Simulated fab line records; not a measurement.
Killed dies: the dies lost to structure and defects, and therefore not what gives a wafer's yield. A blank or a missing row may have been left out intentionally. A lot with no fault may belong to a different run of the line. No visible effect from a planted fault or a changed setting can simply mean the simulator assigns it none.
8D (eight disciplines) problem report, filled in by code | flow berkeley_cmos170 | the parts of the form that need people (team, actions taken, sign-off) are left out

## 1. THE ISSUE
Wafers without a fault read 15.30 s, standard deviation 0.15; strip_time_to_endpoint_s at UCB170_V2_STRIP_15 reads a mean of 16.90 s on 6 wafers belonging to 2 lots. Relative to the usual mean, that is a shift of +11 standard deviations.
The step: strips in O2.
First seen on wafer L186.3, day 11 01:40, on plasma_asher-04. At this step, 42 wafers from 14 lots have a number in the record. The rule behind "out" and "out of limits": a value lying over 4 standard deviations away from the usual mean. Any other wafer with a number is counted as sound.

## 2. WHAT IT IS, AND WHAT IT ISN'T
question                    | is                               | is not
which readings at this step | strip_time_to_endpoint_s         | drypump_motor_current_A
which lots                  | L183, L186                       | L171, L172, L173, L174, L176, L179, L180, L181, L185, L187, L192, L194
which wafers of those lots  | all that have a number           | -
read on which tools         | plasma_asher-03, plasma_asher-04 | -
when                        | from day 11 01:40                | up to then (30 sound wafers); but 6 sound wafers of L192, L194 came after

## 3. THE SUSPECTS, EACH WITH WHAT RULES IT OUT
Counting: any tool at a process step up to the reading is kept as a suspect provided that every lot that is out went through it and no sound lot did after the first of them.
- plasma_asher-02 at UCB170_V1_STRIP_15 (strips in O2): kept. It processed each lot that is out, first L186 at day 10 19:34, and no sound lot thereafter; up to then, the last sound lot it processed was L185 at day 10 17:27.
- rie_diel-04 at UCB170_V2_ETCH_14 (etches SiO2 in CHF3/CF4/Ar, stops on Al, target depth 1250 nm, time 291 s): kept. It processed each lot that is out, first L186 at day 11 01:26, and no sound lot thereafter; up to then, the last sound lot it processed was L179 at day 10 02:26.
Remaining after the count are plasma_asher-02 at UCB170_V1_STRIP_15 and rie_diel-04 at UCB170_V2_ETCH_14.

## 4. THE CAUSE (what the simulator had put in)
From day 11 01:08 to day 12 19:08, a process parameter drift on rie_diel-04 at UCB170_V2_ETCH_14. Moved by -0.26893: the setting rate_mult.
After counting, 2 suspects remain, this tool included.

## 5. SEQUENCE OF EFFECTS, ordered by route
Each row: a reading whose mean over the struck wafers that have a number lies more than 3 standard deviations from the usual. Readings are gone through only where the record gives a usual standard deviation; hours: the median, over the lots, of the time from a lot's start at the first step in this table giving one to that lot's start at this step; sigmas: the change measured in usual standard deviations.
hours | step               | reading                  | usual   | on struck wafers | change | sigmas
0     | UCB170_V2_STRIP_15 | strip_time_to_endpoint_s | 15.30 s | 16.90            | +1.60  | +11
The process steps in it:
- UCB170_V2_STRIP_15: strips in O2.

## 6. WHAT WOULD HAVE CAUGHT IT SOONER
In this record the first reading out of limits was taken at day 11 01:40, 1 hour after the fault began at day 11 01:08.
Of the tool readings at UCB170_V2_ETCH_14 for which the record gives a usual standard deviation, none was out on any struck wafer, so an alarm limit of 4 standard deviations on them would not have fired.
L183, from the lots that are out (2), started UCB170_V2_ETCH_14 on rie_diel-04 later than day 11 01:40. Putting the tool on hold at that point would have spared it.
